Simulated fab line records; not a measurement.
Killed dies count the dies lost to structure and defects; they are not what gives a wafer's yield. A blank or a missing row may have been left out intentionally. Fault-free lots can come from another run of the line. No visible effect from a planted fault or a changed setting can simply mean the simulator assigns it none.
Struck lot and sound lot, side by side | flow berkeley-cmos170 | 20 steps out of a route of 331
Sound: the wafers L192.2, L192.4, L192.6. Wafers struck: L201.1, L201.5, L201.6. The cause is given at the end.
Each step with rows lists, per side, the tool, then ch with its chambers, then its first start. Under that, the readings that differ: sound wafers | struck wafers | difference of the means | sigmas: that difference in standard deviations of wafers without a fault.
alike: a reading whose means differ by less than 2 such deviations, as well as words and numbers matching on both sides. not compared: withheld readings; readings where some wafer has no value; bounds like >300 that might hide an equal value; numbers whose values overlap and for which the record gives no deviation.
A row with sigmas, a row that says differs or no value, or rows on one side alone: a step with any of these is where the two part. When numbers do not overlap yet have no deviation, they are printed without sigmas and do not part them. Lack of a reading on every wafer of one side parts them only where that side has two or more wafers.

UCB170_PVT_STRIP_08: strips in O2.
  sound on plasma-asher-02 ch 0,1, day 6 03:44; struck on plasma-asher-04 ch 0,1, day 8 13:16
  reading               | sound             | struck            | difference | sigmas
  oes-product-au (a.u.) | 0.743 0.739 0.731 | 0.733 0.721 0.727 | -0.011     | -2
  alike: drypump-motor-current-A, strip-time-to-endpoint-s
  not compared: rf-hours-counter-h
UCB170_PVT_TW_MEAS_09:
  sound on film-metro-04, day 6 03:50; struck on film-metro-04, day 8 13:22
  alike: PVT_TW
then, 1 step without rows for these wafers: UCB170_GATE_WET_ETCH_00 (etches SiO2 in dHF, time 200 s).
UCB170_FIELD_THK_MEAS_91:
  sound on film-metro-02, day 6 04:05; struck on film-metro-01, day 8 13:29
  alike: FIELD_OXIDE_LEFT_2_THK
then, 1 step without rows for these wafers: UCB170_GATE_OXIDATION_01 (target thk 6.6 nm, ox time 1800 s).
UCB170_GATE_THK_MEAS_02:
  sound on film-metro-02, day 6 08:05; struck on film-metro-01, day 8 22:29
  reading             | sound          | struck         | difference | sigmas
  GATE_OXIDE_THK (nm) | 6.48 6.57 6.41 | 6.82 6.96 6.76 | +0.36      | +3
then, 2 steps without rows for these wafers: UCB170_GATE_ANNEAL_03 (time 1800 s); UCB170_GATE_CVD_04 (deposits poly-Si from SiH4, time 1440 s, target thk 214 nm).
UCB170_GATE_THK_MEAS_05:
  sound on film-metro-03, day 6 16:13; struck on film-metro-03, day 9 09:26
  alike: GATE_POLY_THK
then, 3 steps without rows for these wafers: UCB170_GATE_COAT_06; UCB170_GATE_COAT_07 (resist thk 900 nm); UCB170_GATE_SOFTBAKE_08 (time 60 s).
UCB170_GATE_EXPOSE_09: exposes mask POLY, target cd 350 nm.
  sound on krf-scanner-02 ch 0, day 6 17:07; struck on krf-scanner-02 ch 0, day 9 10:11
  reading | sound                | struck                        | difference | sigmas
  mask    | POLY#0 POLY#0 POLY#0 | POLY_R1#0 POLY_R1#0 POLY_R1#0 | differs    |
then, 2 steps without rows for these wafers: UCB170_GATE_PEB_10; UCB170_GATE_DEVELOP_11 (develop time 45 s).
UCB170_GATE_CD_MEAS_12: target cd 350 nm.
  sound on cd-sem-01, day 6 17:42; struck on cd-sem-01, day 9 10:34
  reading    | sound             | struck            | difference | sigmas
  cd-nm (nm) | 350.8 351.3 351.1 | 278.1 279.3 279.2 | -72.2      | -52
UCB170_GATE_OVL_MEAS_13:
  sound on overlay-02, day 6 17:48; struck on overlay-01, day 9 10:41
  alike: GATE_OVL
UCB170_GATE_ETCH_14: etches BARC in N2/H2.
  sound on rie-diel-02 ch 0,1,2, day 6 17:50; struck on rie-diel-02 ch 1,2,3, day 9 10:44
  alike: drypump-motor-current-A, oes-product-au, throttle-valve-pct
UCB170_GATE_ETCH_15: etches poly-Si in HBr/Cl2, stops on SiO2, time 56.3 s, target depth 278.2 nm.
  sound on rie-si-02 ch 0,2, day 6 17:52; struck on rie-si-02 ch 0,1,2, day 9 10:46
  reading               | sound             | struck            | difference | sigmas
  model.GATE.cd-nm (nm) | 351.4 351.2 351.4 | 278.1 279.9 278.7 | -72.4      |
  alike: drypump-motor-current-A, mfc-cl2-sccm, oes-product-au, throttle-valve-pct
  not compared: rf-hours-counter-h
UCB170_GATE_STRIP_16: strips in O2.
  sound on plasma-asher-01 ch 1, day 6 17:55; struck on plasma-asher-01 ch 0,1, day 9 10:49
  alike: drypump-motor-current-A, oes-product-au
  not compared: rf-hours-counter-h

WHERE THEY PART
At UCB170_PVT_STRIP_08 first; at UCB170_GATE_CD_MEAS_12 last (within this record only). Later steps at which nothing parts them and some readings are alike: UCB170_GATE_OVL_MEAS_13, UCB170_GATE_ETCH_14, UCB170_GATE_ETCH_15, UCB170_GATE_STRIP_16.

WHY: the cause the simulator had injected
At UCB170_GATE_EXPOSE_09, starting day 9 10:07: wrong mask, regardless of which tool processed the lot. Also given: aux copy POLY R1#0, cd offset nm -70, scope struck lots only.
